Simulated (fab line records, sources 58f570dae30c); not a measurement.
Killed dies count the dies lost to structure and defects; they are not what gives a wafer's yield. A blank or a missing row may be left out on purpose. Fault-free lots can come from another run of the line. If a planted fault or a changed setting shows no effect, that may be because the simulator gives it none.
Split-lot trial | flow berkeley-cmos170 | 23 wafers read from 5 lots, route of 331 steps

== SPLIT DETAILS ==
At UCB170_ACTIVE_OXIDATION_02 (target thk 26.4 nm, ox time 1260 s), the setting temp-c was moved away from the recipe's 1000 C on 20 of the 23 wafers read, by -2.2% to +2.3%. All remaining wafers had this setting at the recipe value.

Split to reading: the file shows no intervening step.

== THE READING ==
ACTIVE_OXIDE_THK at UCB170_ACTIVE_THK_MEAS_03, in nm. Fault-free wafers of this fab line usually give 26.5 nm, standard deviation 0.39 nm.

wafer  | tool, chamber at the split | temp-c as run, C | against the recipe | ACTIVE_OXIDE_THK, nm | against lot-mates on the recipe
L077.1 | -, -                       | 986.1            | -1.4%              | 22.3                 | no lot-mate on the recipe
L077.2 | -, -                       | 986.1            | -1.4%              | 23.0                 | no lot-mate on the recipe
L077.4 | -, -                       | 986.1            | -1.4%              | 22.3                 | no lot-mate on the recipe
L077.5 | -, -                       | 986.1            | -1.4%              | 22.6                 | no lot-mate on the recipe
L077.6 | -, -                       | 986.1            | -1.4%              | 22.4                 | no lot-mate on the recipe
L078.1 | -, -                       | 1023             | +2.3%              | 32.0                 | no lot-mate on the recipe
L078.2 | -, -                       | 1023             | +2.3%              | 32.6                 | no lot-mate on the recipe
L078.4 | -, -                       | 1023             | +2.3%              | 32.5                 | no lot-mate on the recipe
L078.5 | -, -                       | 1023             | +2.3%              | 32.6                 | no lot-mate on the recipe
L078.6 | -, -                       | 1023             | +2.3%              | 32.2                 | no lot-mate on the recipe
L079.1 | -, -                       | 977.8            | -2.2%              | 21.3                 | no lot-mate on the recipe
L079.3 | -, -                       | 977.8            | -2.2%              | 21.3                 | no lot-mate on the recipe
L079.4 | -, -                       | 977.8            | -2.2%              | 21.2                 | no lot-mate on the recipe
L079.5 | -, -                       | 977.8            | -2.2%              | 21.7                 | no lot-mate on the recipe
L079.6 | -, -                       | 977.8            | -2.2%              | 21.0                 | no lot-mate on the recipe
L081.1 | -, -                       | 1016             | +1.6%              | 30.2                 | no lot-mate on the recipe
L081.2 | -, -                       | 1016             | +1.6%              | 30.5                 | no lot-mate on the recipe
L081.3 | -, -                       | 1016             | +1.6%              | 30.4                 | no lot-mate on the recipe
L081.4 | -, -                       | 1016             | +1.6%              | 30.2                 | no lot-mate on the recipe
L081.5 | -, -                       | 1016             | +1.6%              | 30.5                 | no lot-mate on the recipe
L085.3 | furnace-03, 0              | 1000             | recipe             | 27.4                 | -
L085.5 | furnace-03, 0              | 1000             | recipe             | 27.0                 | -
L085.6 | furnace-03, 0              | 1000             | recipe             | 27.4                 | -

FIT RESULTS
A straight line over all 23 wafers: ACTIVE_OXIDE_THK changes by +2.5 nm for each +1% of temp-c; r = +0.99; the points scatter about the line by 0.48 nm.
Too few moved wafers have a lot-mate on the recipe to fit a line with each lot's own level taken away.

== THE WHOLE CHAIN: every reading that the file lists as answering this split, in the file's order ==
step                       | what it does                       | reading                                                                             | change (the file's fit)             | r (the file's)
UCB170_ACTIVE_OXIDATION_02 | target thk 26.4 nm, ox time 1260 s | SiO2_of_ACTIVE_OXIDATION_02.thk-nm (the simulator's own value, which no gauge read) | +2.5 nm for each +1% of the setting | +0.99
UCB170_ACTIVE_THK_MEAS_03  |                                    | ACTIVE_OXIDE_THK                                                                    | +2.5 for each +1% of the setting    | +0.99

== FILE'S OWN FIT ==
ACTIVE_OXIDE_THK changes by +2.5 nm for each +1% of temp-c, r = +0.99.
